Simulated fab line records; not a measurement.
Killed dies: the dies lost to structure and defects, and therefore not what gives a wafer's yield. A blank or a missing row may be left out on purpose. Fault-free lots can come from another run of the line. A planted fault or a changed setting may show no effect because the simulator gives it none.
What tool caused it?	flow berkeley_cmos170	Sampling: 14 lots, 42 wafers, 4 of 331 route steps

## WHAT EACH GAUGE READ, for each wafer
UCB170_PWELL_TW_MEAS_17.
lot	measured	on	PWELL_TW
L849	day 3 15:34	film_metro-02	374.2 375.4 374.7
L850	day 3 15:46	film_metro-04	372.7 371.7 370.6
L852	day 3 23:11	film_metro-02	373.7 375.8 374.0
L851	day 3 23:26	film_metro-04	371.2 369.1 370.2
L853	day 4 12:32	film_metro-03	380.6 382.0 382.5
L855	day 4 22:13	film_metro-04	372.9 373.9 374.4
L856	day 4 22:24	film_metro-02	371.4 375.7 374.1
L857	day 5 05:38	film_metro-02	375.8 375.9 374.2
L859	day 5 16:48	film_metro-02	375.8 375.9 375.0
L860	day 5 16:22	film_metro-02	362.2 361.7 364.0 362.2 362.9 361.6
L861	day 5 16:38	film_metro-04	370.2 371.3 373.3
L863	day 6 11:40	film_metro-03	364.5 364.1 362.4 367.1 364.2 364.0
L868	day 7 16:44	film_metro-03	377.4 379.8 377.4
L870	day 7 16:28	film_metro-04	371.7 375.4 371.6

UCB170_WELLDRIVE_THK_MEAS_02.
lot	measured	on	WELLDRIVE_OXIDE_THK (nm)
L849	day 4 01:38	film_metro-01	203 203 203
L850	day 4 10:29	film_metro-02	203 205 203
L852	day 4 10:32	film_metro-03	210 208 206
L851	day 4 10:30	film_metro-01	203 203 201
L853	day 4 22:43	film_metro-01	195 198 198
L855	day 5 14:34	film_metro-03	201 202 200
L856	day 5 14:35	film_metro-01	207 200 202
L857	day 5 14:36	film_metro-02	202 202 201
L859	day 6 04:38	film_metro-03	197 198 198
L860	day 6 04:38	film_metro-01	199 201 199
L861	day 6 04:38	film_metro-02	203 200 199
L863	day 7 01:28	film_metro-03	199 208 203
L868	day 8 08:29	film_metro-01	196 200 198
L870	day 8 03:55	film_metro-01	197 193 197

## WHAT TOOL EACH LOT RAN ON (gives the tool, then ch and the chambers of the sampled wafers, and finally the start)
lot	UCB170_NWELL_ETCH_13	UCB170_PWELL_IMPLANT_15
L849	rie_diel-04 ch 1,2, day 2 15:58	implanter-04 ch 0, day 3 15:19
L850	rie_diel-01 ch 1,2,3, day 2 16:41	implanter-02 ch 0, day 3 15:31
L852	rie_diel-04 ch 1,2, day 2 23:38	implanter-04 ch 0, day 3 22:58
L851	rie_diel-03 ch 0,3, day 2 23:57	implanter-02 ch 0, day 3 23:12
L853	rie_diel-03 ch 0,1, day 3 14:50	implanter-01 ch 0, day 4 12:17
L855	rie_diel-03 ch 0,1,2, day 4 00:59	implanter-04 ch 0, day 4 21:59
L856	rie_diel-01 ch 0,2,3, day 4 01:18	implanter-01 ch 0, day 4 22:12
L857	rie_diel-01 ch 0,3, day 4 09:19	implanter-04 ch 0, day 5 05:24
L859	rie_diel-03 ch 0,1,2, day 4 21:03	implanter-02 ch 0, day 5 16:33
L860	rie_diel-04 ch 1,2, day 4 21:19	implanter-04 ch 0, day 5 16:07
L861	rie_diel-03 ch 0,1,3, day 4 21:31	implanter-01 ch 0, day 5 16:23
L863	rie_diel-01 ch 2,3, day 5 08:17	implanter-04 ch 0, day 6 11:25
L868	rie_diel-04 ch 0,1, day 6 15:47	implanter-01 ch 0, day 7 16:31
L870	rie_diel-01 ch 0,2,3, day 6 21:15	implanter-02 ch 0, day 7 16:13
- UCB170_NWELL_ETCH_13: etches Si3N4 in CH3F/Ar/O2, stops on SiO2, target depth 246.4 nm, time 154 s.
- UCB170_PWELL_IMPLANT_15

## AS READ BY THE TOOLS THEMSELVES (means over the sampled wafers that have a number; for cases with no such wafer, the mark the record gives instead)
UCB170_NWELL_ETCH_13.
lot	tool	O2_flow_sccm (sccm)	chamber_pressure_mTorr (mTorr)	drypump_motor_current_A (A)	oes_product_au (a.u.)	throttle_valve_pct (%)
L849	rie_diel-04	7.012	49.97	5.86	0.963	8.02
L850	rie_diel-01	6.984	50.04	5.57	0.939	8.08
L852	rie_diel-04	7.006	50.00	5.84	0.956	8.03
L851	rie_diel-03	6.999	49.96	5.83	0.928	7.98
L853	rie_diel-03	6.994	49.98	5.64	0.927	7.89
L855	rie_diel-03	6.998	50.02	5.74	0.931	7.97
L856	rie_diel-01	6.990	50.00	5.59	0.941	8.00
L857	rie_diel-01	6.994	50.04	5.91	0.948	8.03
L859	rie_diel-03	6.982	50.00	5.74	0.926	7.97
L860	rie_diel-04	6.991	50.05	5.83	0.957	8.03
L861	rie_diel-03	6.987	49.98	5.75	0.918	7.99
L863	rie_diel-01	7.002	50.00	5.80	0.945	8.03
L868	rie_diel-04	6.981	49.98	6.00	0.958	8.04
L870	rie_diel-01	7.004	50.05	5.59	0.934	8.00

UCB170_PWELL_IMPLANT_15.
lot	tool	dose_ions_cm2	faraday_current_uA
L849	implanter-04	5e+12	15.8
L850	implanter-02	5e+12	16.0
L852	implanter-04	5e+12	15.8
L851	implanter-02	5e+12	15.7
L853	implanter-01	5e+12	16.0
L855	implanter-04	5e+12	15.8
L856	implanter-01	5e+12	15.8
L857	implanter-04	5e+12	15.5
L859	implanter-02	5e+12	15.7
L860	implanter-04	4e+12	14.1
L861	implanter-01	5e+12	15.4
L863	implanter-04	4e+12	13.9
L868	implanter-01	5e+12	15.6
L870	implanter-02	5e+12	16.1

## THE ANSWER, worked out from the rows above alone
Rule: the lots themselves supply what counts as usual. The widest of any qualifying gaps counts: lots, ordered by their means at a reading, are off when they make up no more than a third of the lots, leave a main group of 4 or more, and stand apart from it by 3 or more times the standard deviation of that group's means. A main group whose means are all the same, to the digits that the tables above print for the reading, isn't used. A lot without any number at a reading at which 4 lots or more have one is off too. Where the step has rows for the other lots, those lots are counted as sound. After the gauges, taken in route order, come the tools' own readings; for these a lot's mean is taken, as printed above. The first step at which some lot is off is used, and at that step the reading that is off furthest; a lot without a number counts as furthest.
Off: L860, L863 (UCB170_PWELL_IMPLANT_15, faraday_current_uA). Main group: mean 15.8, sd 0.2.
A tool fits if, at that step or a process step before it, it ran every lot that is off, and no sound lot after the first of them. One candidate fits, namely implanter-04 at UCB170_PWELL_IMPLANT_15. Its last sound lot is L857 (day 5 05:24), its first lot that is off L860 (day 5 16:07): a fault that began between those two fits.
The tool's own readings at UCB170_PWELL_IMPLANT_15 bear it out: on the lots that are off they differ by more than 5 times the standard deviation of the sound lots' means. dose_ions_cm2 reads 4e+12 there against 5e+12 on the sound lots; faraday_current_uA reads 14.0 there against 15.8 on the sound lots.

## WHAT WAS PUT IN BY THE SIMULATOR
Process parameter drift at UCB170_PWELL_IMPLANT_15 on implanter-04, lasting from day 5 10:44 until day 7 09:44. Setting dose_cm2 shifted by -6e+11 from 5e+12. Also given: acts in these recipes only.
Shown lots that were struck: L860, L863. The same result came from the rule above.
